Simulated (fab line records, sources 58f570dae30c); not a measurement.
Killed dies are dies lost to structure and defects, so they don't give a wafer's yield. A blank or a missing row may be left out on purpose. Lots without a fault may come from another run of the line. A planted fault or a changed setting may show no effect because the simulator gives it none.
fab line records | flow berkeley_cmos170
record lots=5 wafers=23
route steps=331 shown SDANNEAL@205 PSD@206 NSD@207 PLDD@208 CONTACT@220 M1@250 V1@264 V2@299 M3@310
start_h: hours from the record's first day to the start of the lot's first wafer shown | wait_h: hours since the lot's step before | " the same as in the row above | L1.1+2: a row that stands for several wafers | - no value, or no start given | * or withheld: withheld | < > ~ a bound
route shown NAME@n: a module of which the file shows steps, and the number in the route of the first | usual: mean/standard deviation of fault-free wafers | same: alike in all rows | chamber/n: place in a boat | sites: the reading at each site | _std_site: their standard deviation | _edge_site: outer sites' mean less inner sites' | radius_mm: how far each site lies from the wafer's centre | mask NAME#n: copy n | behind: the tool/chamber that last shaped the wafer | hold: why the lot was held/for how many hours/how that ended | device: the transistor (n, p or np) that didn't switch | end of line: the same wafers' tests at the end of the route | a step without rows: its recipe alone | killed: dies lost to structure and defects at the first sort, not the wafer's yield | map: a wafer's dies, x killed, . not, _ none there
set.NAME: the setting as run; set.NAME@STEP: as run at that earlier step | model.NAME: the simulator's own value behind a step, which no gauge read
lots whose settings were changed on purpose; a table a step, a row a wafer
## steps
# step UCB170_SDANNEAL_RTA_01
# recipe temp_c=1050 time_s=5 ambient=N2
# columns lot.wafer tool chamber start_h wait_h set.time_s
L074.1+2+3 rtp_anneal-01 0 179.39 0.1 5
L074.4+5 " 0 " " 4.54
L078.1+3 rtp_anneal-02 0 191.25 0.1 5
L078.2+5+6 " 0 " " 4.644
L083.1+6 rtp_anneal-02 0 222.42 0.1 4.531
L083.2+3+4 " 0 " " 5
L085.1+3+5 rtp_anneal-01 0 222.97 0.1 5
L084.1+3 rtp_anneal-02 0 223.32 0.1 5.641
L084.2+4+5 " 0 " " 5
# step UCB170_SDANNEAL_RS_MEAS_02
# recipe thk_meas_gauge=four-point-probe
# usual PSD_RS=75.6/0.31
# columns lot.wafer tool chamber start_h wait_h set.dose_cm2@PSD_IMPLANT_08 set.time_s@SDANNEAL_RTA_01 PSD_RS[ohm/sq]
L074.1 film_metro-03 - 179.47 0.1 3e+15 5 75.2
L074.2 " - " " 2.927e+15 5 76.6
L074.3 " - " " 2.927e+15 5 77.1
L074.4 " - " " 3e+15 4.54 77.3
L074.5 " - " " 2.927e+15 4.54 78.8
L078.1 film_metro-01 - 191.31 0.0 3e+15 5 75.6
L078.2 " - " " 3e+15 4.644 76.8
L078.3 " - " " 3e+15 5 75.9
L078.5 " - " " 3e+15 4.644 76.8
L078.6 " - " " 3e+15 4.644 76.7
L083.1 film_metro-02 - 222.48 0.0 3e+15 4.531 76.9
L083.2 " - " " 3e+15 5 75.5
L083.3 " - " " 3e+15 5 75.4
L083.4 " - " " 3e+15 5 75.3
L083.6 " - " " 3e+15 4.531 77.4
L085.1 film_metro-01 - 223.03 0.0 3e+15 5 75.9
L085.3 " - " " 3e+15 5 75.6
L085.5 " - " " 3e+15 5 75.4
L084.1 film_metro-02 - 223.50 0.2 3e+15 5.641 74.0
L084.2 " - " " 2.899e+15 5 77.8
L084.3 " - " " 2.899e+15 5.641 75.5
L084.4 " - " " 3e+15 5 76.1
L084.5 " - " " 2.899e+15 5 78.2
# step UCB170_SDANNEAL_RS_MEAS_03
# recipe thk_meas_gauge=four-point-probe
# usual NSD_RS=37.25/0.078
# columns lot.wafer tool chamber start_h wait_h set.time_s@SDANNEAL_RTA_01 NSD_RS[ohm/sq]
L074.1 film_metro-03 - 179.59 0.1 5 37.26
L074.2 " - " " 5 37.26
L074.3 " - " " 5 37.17
L074.4 " - " " 4.54 37.51
L074.5 " - " " 4.54 37.64
L078.1 film_metro-01 - 191.43 0.1 5 37.14
L078.2 " - " " 4.644 37.42
L078.3 " - " " 5 37.11
L078.5 " - " " 4.644 37.48
L078.6 " - " " 4.644 37.41
L083.1 film_metro-02 - 222.60 0.1 4.531 37.42
L083.2 " - " " 5 37.24
L083.3 " - " " 5 37.24
L083.4 " - " " 5 37.23
L083.6 " - " " 4.531 37.44
L085.1 film_metro-01 - 223.15 0.1 5 37.31
L085.3 " - " " 5 37.17
L085.5 " - " " 5 37.30
L084.1 film_metro-02 - 223.62 0.1 5.641 36.97
L084.2 " - " " 5 37.35
L084.3 " - " " 5.641 36.87
L084.4 " - " " 5 37.32
L084.5 " - " " 5 37.25
# step UCB170_SDANNEAL_RS_MEAS_04
# recipe thk_meas_gauge=four-point-probe
# usual PLDD_RS=1031.0/2.6
# columns lot.wafer tool chamber start_h wait_h set.dose_cm2@PLDD_IMPLANT_08 PLDD_RS[ohm/sq]
L074.1 film_metro-03 - 179.71 0.1 5.319e+13 1002.8
L074.2 " - " " 5.319e+13 1002.6
L074.3 " - " " 5e+13 1026.4
L074.4 " - " " 5e+13 1028.8
L074.5 " - " " 5.319e+13 1004.8
L078.1 film_metro-01 - 191.55 0.1 5e+13 1035.9
L078.2 " - " " 5e+13 1035.9
L078.3 " - " " 5e+13 1037.0
L078.5 " - " " 5.331e+13 1011.6
L078.6 " - " " 5.331e+13 1010.2
L083.1 film_metro-02 - 222.72 0.1 5e+13 1034.1
L083.2 " - " " 5e+13 1029.9
L083.3 " - " " 5e+13 1033.2
L083.4 " - " " 5e+13 1031.5
L083.6 " - " " 5e+13 1035.0
L085.1 film_metro-01 - 223.27 0.1 5e+13 1031.3
L085.3 " - " " 5e+13 1029.9
L085.5 " - " " 5e+13 1029.7
L084.1 film_metro-02 - 223.74 0.1 5.169e+13 1014.5
L084.2 " - " " 5e+13 1028.8
L084.3 " - " " 5e+13 1027.4
L084.4 " - " " 5.169e+13 1015.0
L084.5 " - " " 5.169e+13 1017.2
# step UCB170_CONTACT_COAT_04
# recipe resist=KrF spin_rpm=1500 resist_thk_nm=900
# columns lot.wafer tool chamber start_h wait_h set.resist_thk_nm model.KrF_of_CONTACT_COAT_04.thk_nm
L074.1 litho_track-02 0 182.88 0.1 861.2 860.8
L074.2 " 0 " " 900 900.4
L074.3 " 0 " " 861.2 864
L074.4 " 0 " " 861.2 862.7
L074.5 " 0 " " 900 903.1
L078.1 litho_track-02 0 195.46 0.1 867.4 865.9
L078.2 " 0 " " 867.4 868.1
L078.3 " 0 " " 900 899.7
L078.5 " 0 " " 867.4 866.7
L078.6 " 0 " " 900 900.8
L083.1 litho_track-03 0 225.81 0.1 900 902.9
L083.2 " 0 " " 900 904
L083.3 " 0 " " 900 902.5
L083.4 " 0 " " 900 901.4
L083.6 " 0 " " 900 901.3
L085.1 litho_track-01 0 227.53 0.1 900 900.7
L085.3 " 0 " " 900 898.8
L085.5 " 0 " " 900 899.2
L084.1 litho_track-03 0 228.16 0.1 917.7 913.5
L084.2 " 0 " " 917.7 915.4
L084.3 " 0 " " 900 897.5
L084.4 " 0 " " 900 896.2
L084.5 " 0 " " 917.7 918.5
# step UCB170_CONTACT_SOFTBAKE_05
# recipe resist=KrF temp_c=130 time_s=60
# step UCB170_CONTACT_STRIP_06
# recipe chemistry=O2 power_w=400 pressure_mtorr=3500 platen_temp_c=withheld o2_flow_sccm=400 overash_fraction=0.5
# usual strip_time_to_endpoint_s=21.96/0.048
# columns lot.wafer tool chamber start_h wait_h set.resist_thk_nm@CONTACT_COAT_04 strip_time_to_endpoint_s
L074.1 plasma_asher-04 1 183.18 0.1 861.2 21.03
L074.2 " 0 " " 900 21.97
L074.3 " 1 " " 861.2 21.10
L074.4 " 0 " " 861.2 21.07
L074.5 " 0 " " 900 22.05
L078.1 plasma_asher-04 1 195.76 0.1 867.4 21.15
L078.2 " 0 " " 867.4 21.19
L078.3 " 1 " " 900 21.95
L078.5 " 0 " " 867.4 21.17
L078.6 " 1 " " 900 22.00
L083.1 plasma_asher-04 1 226.11 0.1 900 22.04
L083.2 " 0 " " 900 22.07
L083.3 " 1 " " 900 22.02
L083.4 " 0 " " 900 22.01
L083.6 " 1 " " 900 22.02
L085.1 plasma_asher-03 0 227.83 0.1 900 21.97
L085.3 " 1 " " 900 21.93
L085.5 " 0 " " 900 21.96
L084.1 plasma_asher-04 1 228.46 0.1 917.7 22.30
L084.2 " 0 " " 917.7 22.33
L084.3 " 1 " " 900 21.91
L084.4 " 0 " " 900 21.86
L084.5 " 0 " " 917.7 22.42
# step UCB170_M1_METAL_ETCH_12
# recipe chemistry=Cl2/BCl3 target=Al stop_on=PSG pressure_mtorr=12 target_depth_a=7800 over_etch_frac=0.3 time_s=130 icp_w=600 bias_w=120 Cl2_flow_sccm=90 bcl3_flow_sccm=45
# usual oes_product_au=0.853/0.0093
# columns lot.wafer tool chamber start_h wait_h set.time_s oes_product_au model.KrF_of_M1_COAT_04.thk_nm
L074.1 rie_metal-02 1 187.20 - 137.1 0.837 405.4
L074.2 " 0 " " 130 0.871 426.2
L074.3 " 0 " " 130 0.866 425.4
L074.4 " 1 " " 137.1 0.846 401.4
L074.5 " 1 " " 130 0.846 431.9
L078.1 rie_metal-02 1 200.13 - 130 0.854 427.1
L078.2 " 0 " " 130 0.873 422.6
L078.3 " 1 " " 130 0.849 428.1
L078.5 " 1 " " 130 0.854 426.2
L078.6 " 0 " " 130 0.864 425.7
L083.1 rie_metal-01 1 230.56 - 130 0.843 435.2
L083.2 " 1 " " 130 0.847 437.4
L083.3 " 1 " " 130 0.835 438.1
L083.4 " 1 " " 130 0.843 438.6
L083.6 " 1 " " 130 0.846 435.3
L085.1 rie_metal-03 0 231.53 - 130 0.853 447.2
L085.3 " 0 " " 130 0.842 443.1
L085.5 " 0 " " 130 0.853 446.6
L084.1 rie_metal-03 0 232.74 - 130 0.844 437.7
L084.2 " 0 " " 113.2 0.921 492.2
L084.3 " 0 " " 113.2 0.911 489.1
L084.4 " 0 " " 130 0.849 430.5
L084.5 " 0 " " 113.2 0.919 494
# step UCB170_V1_PEB_10
# recipe peb_temp_c=130 peb_time_s=withheld resist=KrF
# columns lot.wafer tool chamber start_h wait_h set.peb_temp_c
L074.1+2+3 litho_track-01 0 192.17 0.1 132.8
L074.4+5 " 0 " " 130
L078.1+2+3+5+6 litho_track-04 0 207.00 0.4 130
L083.1+3+4 litho_track-01 0 233.82 0.1 127.4
L083.2+6 " 0 " " 130
L085.1+3+5 litho_track-02 0 235.17 0.1 130
L084.1+2 litho_track-02 0 237.09 0.3 126.2
L084.3+4+5 " 0 " " 130
# step UCB170_V1_DEVELOP_11
# recipe developer=TMAH develop_time_s=45 resist=KrF dev_temp_c=21
# step UCB170_V1_CD_MEAS_12
# recipe target_cd_nm=700
# usual cd_nm=700.4/1.2
# columns lot.wafer tool chamber start_h wait_h set.peb_temp_c@V1_PEB_10 cd_nm
L074.1 cd_sem-01 - 192.44 - 132.8 715.7
L074.2 " - " " 132.8 714.9
L074.3 " - " " 132.8 717.1
L074.4 " - " " 130 699.1
L074.5 " - " " 130 699.5
L078.1 cd_sem-01 - 207.43 - 130 700.2
L078.2 " - " " 130 698.7
L078.3 " - " " 130 699.2
L078.5 " - " " 130 700.0
L078.6 " - " " 130 700.5
L083.1 cd_sem-02 - 234.10 - 127.4 683.4
L083.2 " - " " 130 703.1
L083.3 " - " " 127.4 682.4
L083.4 " - " " 127.4 683.1
L083.6 " - " " 130 702.1
L085.1 cd_sem-01 - 235.45 - 130 700.8
L085.3 " - " " 130 700.9
L085.5 " - " " 130 701.3
L084.1 cd_sem-02 - 237.37 - 126.2 673.0
L084.2 " - " " 126.2 672.1
L084.3 " - " " 130 702.7
L084.4 " - " " 130 701.9
L084.5 " - " " 130 702.5
# step UCB170_V1_ETCH_14
# recipe chemistry=CHF3/CF4/Ar target=SiO2 stop_on=Al CHF3_flow_sccm=45 cf4_flow_sccm=15 Ar_flow_sccm=150 pressure_mtorr=200 rf_w=700 target_depth_a=12500 over_etch_frac=0.25 time_s=291
# columns lot.wafer tool chamber start_h wait_h set.peb_temp_c@V1_PEB_10 model.V1.cd_nm
L074.1 rie_diel-02 1 192.60 0.0 132.8 716.1
L074.2 " 0 " " 132.8 715.5
L074.3 " 3 " " 132.8 716.7
L074.4 " 0 " " 130 700.2
L074.5 " 1 " " 130 700.1
L078.1 rie_diel-01 1 207.59 0.0 130 699.2
L078.2 " 3 " " 130 699
L078.3 " 2 " " 130 699.6
L078.5 " 3 " " 130 701
L078.6 " 1 " " 130 699.9
L083.1 rie_diel-03 1 234.25 0.0 127.4 683.5
L083.2 " 0 " " 130 703.1
L083.3+4 " 2,1 " " 127.4 683.1
L083.6 " 2 " " 130 702.3
L085.1 rie_diel-01 2 235.60 0.0 130 701
L085.3 " 0 " " 130 700.8
L085.5 " 2 " " 130 700.5
L084.1 rie_diel-01 0 237.52 0.0 126.2 672.2
L084.2 " 2 " " 126.2 671.5
L084.3 " 1 " " 130 702.5
L084.4 " 1 " " 130 701.6
L084.5 " 0 " " 130 702
# step UCB170_V1_STRIP_15
# recipe chemistry=O2 power_w=400 pressure_mtorr=3500 platen_temp_c=withheld o2_flow_sccm=400 overash_fraction=0.5
# step UCB170_V1_CD_MEAS_90
# recipe target_cd_nm=700
# usual cd_nm=700.1/1.3
# columns lot.wafer tool chamber start_h wait_h set.peb_temp_c@V1_PEB_10 cd_nm
L074.1 cd_sem-01 - 192.87 0.1 132.8 715.9
L074.2 " - " " 132.8 715.1
L074.3 " - " " 132.8 716.9
L074.4 " - " " 130 700.4
L074.5 " - " " 130 699.9
L078.1 cd_sem-02 - 207.87 0.1 130 699.4
L078.2 " - " " 130 698.7
L078.3 " - " " 130 699.6
L078.5 " - " " 130 701.0
L078.6 " - " " 130 700.0
L083.1 cd_sem-01 - 234.53 0.1 127.4 683.4
L083.2 " - " " 130 703.1
L083.3 " - " " 127.4 682.9
L083.4 " - " " 127.4 683.2
L083.6 " - " " 130 702.4
L085.1 cd_sem-02 - 235.88 0.1 130 701.1
L085.3 " - " " 130 701.0
L085.5 " - " " 130 700.4
L084.1 cd_sem-02 - 237.80 0.1 126.2 672.3
L084.2 " - " " 126.2 671.3
L084.3 " - " " 130 702.4
L084.4 " - " " 130 701.5
L084.5 " - " " 130 701.8
# step UCB170_V2_COAT_07
# recipe resist=KrF spin_rpm=1500 resist_thk_nm=900
# columns lot.wafer tool chamber start_h wait_h set.resist_thk_nm model.KrF_of_V2_COAT_07.thk_nm
L074.1 litho_track-03 0 198.46 0.1 900 901.4
L074.2 " 0 " " 900 898.3
L074.3 " 0 " " 900 899.2
L074.4 " 0 " " 900 898.8
L074.5 " 0 " " 900 899
L078.1 litho_track-01 0 214.08 0.1 900 901.7
L078.2 " 0 " " 924.6 928.4
L078.3 " 0 " " 924.6 927.5
L078.5 " 0 " " 924.6 925.7
L078.6 " 0 " " 900 900.9
L083.1 litho_track-01 0 238.47 0.1 881.6 882.1
L083.2 " 0 " " 900 901.7
L083.3 " 0 " " 881.6 881.6
L083.4 " 0 " " 900 897.7
L083.6 " 0 " " 900 899.6
L085.1 litho_track-01 0 240.37 0.1 900 899.2
L085.3 " 0 " " 900 898.5
L085.5 " 0 " " 900 898
L084.1 litho_track-02 0 244.62 0.1 873.4 870.6
L084.2 " 0 " " 900 896.9
L084.3 " 0 " " 873.4 872
L084.4 " 0 " " 900 898.4
L084.5 " 0 " " 900 898.6
# step UCB170_V2_SOFTBAKE_08
# recipe resist=KrF temp_c=130 time_s=60
# step UCB170_V2_EXPOSE_09
# recipe mask_id=VIA2 target_cd_nm=700 na=0.5 sigma_outer=0.6 source_shape=conventional dose_mj=37
# step UCB170_V2_ETCH_14
# recipe chemistry=CHF3/CF4/Ar target=SiO2 stop_on=Al CHF3_flow_sccm=45 cf4_flow_sccm=15 Ar_flow_sccm=150 pressure_mtorr=200 rf_w=700 target_depth_a=12500 over_etch_frac=0.25 time_s=291
# columns lot.wafer tool chamber start_h wait_h set.resist_thk_nm@V2_COAT_07 model.KrF_of_V2_COAT_07.thk_nm
L074.1 rie_diel-04 3 199.71 0.0 900 611.1
L074.2+3 " 1,0 " " 900 613.4
L074.4 " 1 " " 900 610.1
L074.5 " 0 " " 900 610
L078.1 rie_diel-04 1 215.05 0.0 900 609.3
L078.2 " 3 " " 924.6 632.5
L078.3 " 0 " " 924.6 635.4
L078.5 " 0 " " 924.6 633.4
L078.6 " 1 " " 900 608.7
L083.1 rie_diel-03 0 239.93 0.0 881.6 595.6
L083.2 " 2 " " 900 608.6
L083.3 " 1 " " 881.6 591.3
L083.4 " 1 " " 900 607.9
L083.6 " 2 " " 900 601.8
L085.1 rie_diel-03 0 241.56 0.0 900 615
L085.3 " 2 " " 900 606.8
L085.5 " 1 " " 900 609.5
L084.1 rie_diel-03 1 246.07 0.0 873.4 580.1
L084.2 " 0 " " 900 607.1
L084.3 " 3 " " 873.4 576.6
L084.4 " 2 " " 900 603.3
L084.5 " 3 " " 900 603.5
# step UCB170_V2_STRIP_15
# recipe chemistry=O2 power_w=400 pressure_mtorr=3500 platen_temp_c=withheld o2_flow_sccm=400 overash_fraction=0.5
# usual strip_time_to_endpoint_s=15.30/0.091
# columns lot.wafer tool chamber start_h wait_h set.resist_thk_nm@V2_COAT_07 strip_time_to_endpoint_s
L074.1 plasma_asher-02 0 199.89 0.1 900 15.33
L074.2 " 1 " " 900 15.40
L074.3 " 1 " " 900 15.38
L074.4 " 0 " " 900 15.30
L074.5 " 1 " " 900 15.31
L078.1 plasma_asher-02 0 215.23 0.1 900 15.30
L078.2 " 1 " " 924.6 15.85
L078.3 " 1 " " 924.6 15.83
L078.5 " 0 " " 924.6 15.85
L078.6 " 1 " " 900 15.28
L083.1 plasma_asher-04 0 240.11 0.1 881.6 14.96
L083.2 " 1 " " 900 15.28
L083.3 " 1 " " 881.6 14.87
L083.4 " 0 " " 900 15.25
L083.6 " 1 " " 900 15.11
L085.1 plasma_asher-03 1 241.74 0.1 900 15.43
L085.3 " 1 " " 900 15.22
L085.5 " 1 " " 900 15.30
L084.1 plasma_asher-03 1 246.25 0.1 873.4 14.60
L084.2 " 0 " " 900 15.25
L084.3 " 0 " " 873.4 14.54
L084.4 " 1 " " 900 15.16
L084.5 " 1 " " 900 15.16
# step UCB170_M3_SPUTTER_01
# recipe material=Al target_thk_nm=900 time_s=120 power_w=6000 chamber_pressure_pa=0.5
# columns lot.wafer tool chamber start_h wait_h set.time_s model.Al_of_M3_SPUTTER_01.thk_nm
L074.1 pvd_sputter-04 - 200.23 0.0 120 897.5
L074.2 " - " " 120 894.9
L074.3 " - " " 120 907.1
L074.4 " - " " 120 887.6
L074.5 " - " " 120 898.6
L078.1 pvd_sputter-03 - 215.52 0.0 120 902.1
L078.2 " - " " 112.4 848
L078.3 " - " " 120 908.8
L078.5 " - " " 112.4 846.5
L078.6 " - " " 112.4 851.6
L083.1 pvd_sputter-04 - 240.40 0.0 120 894.4
L083.2 " - " " 131 971.6
L083.3 " - " " 131 969.9
L083.4 " - " " 120 894.8
L083.6 " - " " 131 975.5
L085.1 pvd_sputter-02 - 242.03 0.0 120 903.7
L085.3 " - " " 120 897.2
L085.5 " - " " 120 904.2
L084.1 pvd_sputter-03 - 246.54 0.0 120 895.2
L084.2 " - " " 120 889.7
L084.3 " - " " 120 888.1
L084.4 " - " " 120 886.6
L084.5 " - " " 120 880.5
# step UCB170_M3_RS_MEAS_02
# recipe thk_meas_gauge=four-point-probe reads=Al_of_M3_SPUTTER_01
# usual M3_AL_RS=0.03224/0.00027
# columns lot.wafer tool chamber start_h wait_h set.time_s@M3_SPUTTER_01 M3_AL_RS[ohm/sq]
L074.1 film_metro-02 - 200.32 0.0 120 0.03227
L074.2 " - " " 120 0.03233
L074.3 " - " " 120 0.0319
L074.4 " - " " 120 0.03266
L074.5 " - " " 120 0.03224
L078.1 film_metro-01 - 215.60 0.0 120 0.03196
L078.2 " - " " 112.4 0.03415
L078.3 " - " " 120 0.03178
L078.5 " - " " 112.4 0.03421
L078.6 " - " " 112.4 0.034
L083.1 film_metro-01 - 240.48 0.0 120 0.03239
L083.2 " - " " 131 0.02974
L083.3 " - " " 131 0.0299
L083.4 " - " " 120 0.03236
L083.6 " - " " 131 0.02968
L085.1 film_metro-01 - 242.11 0.0 120 0.03199
L085.3 " - " " 120 0.03225
L085.5 " - " " 120 0.03198
L084.1 film_metro-01 - 246.62 0.0 120 0.03237
L084.2 " - " " 120 0.0326
L084.3 " - " " 120 0.03259
L084.4 " - " " 120 0.03265
L084.5 " - " " 120 0.03287
# step UCB170_M3_THK_MEAS_03
# recipe thk_meas_gauge=xrf reads=Al_of_M3_SPUTTER_01
# usual M3_AL_THK=900/7.6
# columns lot.wafer tool chamber start_h wait_h set.time_s@M3_SPUTTER_01 M3_AL_THK[nm]
L074.1 film_metro-02 - 200.44 0.1 120 904
L074.2 " - " " 120 906
L074.3 " - " " 120 918
L074.4 " - " " 120 895
L074.5 " - " " 120 906
L078.1 film_metro-01 - 215.72 0.1 120 903
L078.2 " - " " 112.4 852
L078.3 " - " " 120 916
L078.5 " - " " 112.4 852
L078.6 " - " " 112.4 855
L083.1 film_metro-01 - 240.60 0.1 120 903
L083.2 " - " " 131 980
L083.3 " - " " 131 975
L083.4 " - " " 120 899
L083.6 " - " " 131 981
L085.1 film_metro-01 - 242.23 0.1 120 907
L085.3 " - " " 120 905
L085.5 " - " " 120 905
L084.1 film_metro-01 - 246.74 0.1 120 900
L084.2 " - " " 120 888
L084.3 " - " " 120 891
L084.4 " - " " 120 891
L084.5 " - " " 120 882
## key
split step=UCB170_SDANNEAL_RTA_01 setting=time_s stated=5 by=wafer
response step=UCB170_SDANNEAL_RS_MEAS_03 reading=NSD_RS change=-0.0313 per=1% r=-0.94
response step=UCB170_SDANNEAL_RS_MEAS_02 reading=PSD_RS slope=-0.185 per=1% together_with=dose_cm2@PSD_IMPLANT_08 explained=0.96
split step=UCB170_CONTACT_COAT_04 setting=resist_thk_nm stated=900 by=wafer
response step=UCB170_CONTACT_COAT_04 reading=model.KrF_of_CONTACT_COAT_04.thk_nm change=+9.2 per=1% r=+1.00
response step=UCB170_CONTACT_STRIP_06 reading=strip_time_to_endpoint_s change=* per=1% r=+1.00
split step=UCB170_M1_METAL_ETCH_12 setting=time_s stated=130 by=wafer
response step=UCB170_M1_METAL_ETCH_12 reading=oes_product_au change=-0.00517 per=1% r=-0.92
response step=UCB170_M1_METAL_ETCH_12 reading=model.KrF_of_M1_COAT_04.thk_nm change=-4.46 per=1% r=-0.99
split step=UCB170_V1_PEB_10 setting=peb_temp_c stated=130 by=wafer
response step=UCB170_V1_CD_MEAS_12 reading=cd_nm change=+9.44 per=1% r=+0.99
response step=UCB170_V1_ETCH_14 reading=model.V1.cd_nm change=+9.39 per=1% r=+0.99
response step=UCB170_V1_CD_MEAS_90 reading=cd_nm change=+9.37 per=1% r=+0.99
split step=UCB170_V2_COAT_07 setting=resist_thk_nm stated=900 by=wafer
response step=UCB170_V2_COAT_07 reading=model.KrF_of_V2_COAT_07.thk_nm change=+9.11 per=1% r=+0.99
response step=UCB170_V2_ETCH_14 reading=model.KrF_of_V2_COAT_07.thk_nm change=+8.4 per=1% r=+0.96
response step=UCB170_V2_STRIP_15 reading=strip_time_to_endpoint_s change=* per=1% r=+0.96
split step=UCB170_M3_SPUTTER_01 setting=time_s stated=120 by=wafer
response step=UCB170_M3_SPUTTER_01 reading=model.Al_of_M3_SPUTTER_01.thk_nm change=+8.64 per=1% r=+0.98
response step=UCB170_M3_RS_MEAS_02 reading=M3_AL_RS change=-0.000306 per=1% r=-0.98
response step=UCB170_M3_THK_MEAS_03 reading=M3_AL_THK change=+8.6 per=1% r=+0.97
split outside_this_file step=UCB170_PLDD_IMPLANT_08 setting=dose_cm2
split outside_this_file step=UCB170_PSD_IMPLANT_08 setting=dose_cm2
# split outside_this_file: this setting was split too, and the file shows its column; the key of that split is in another file
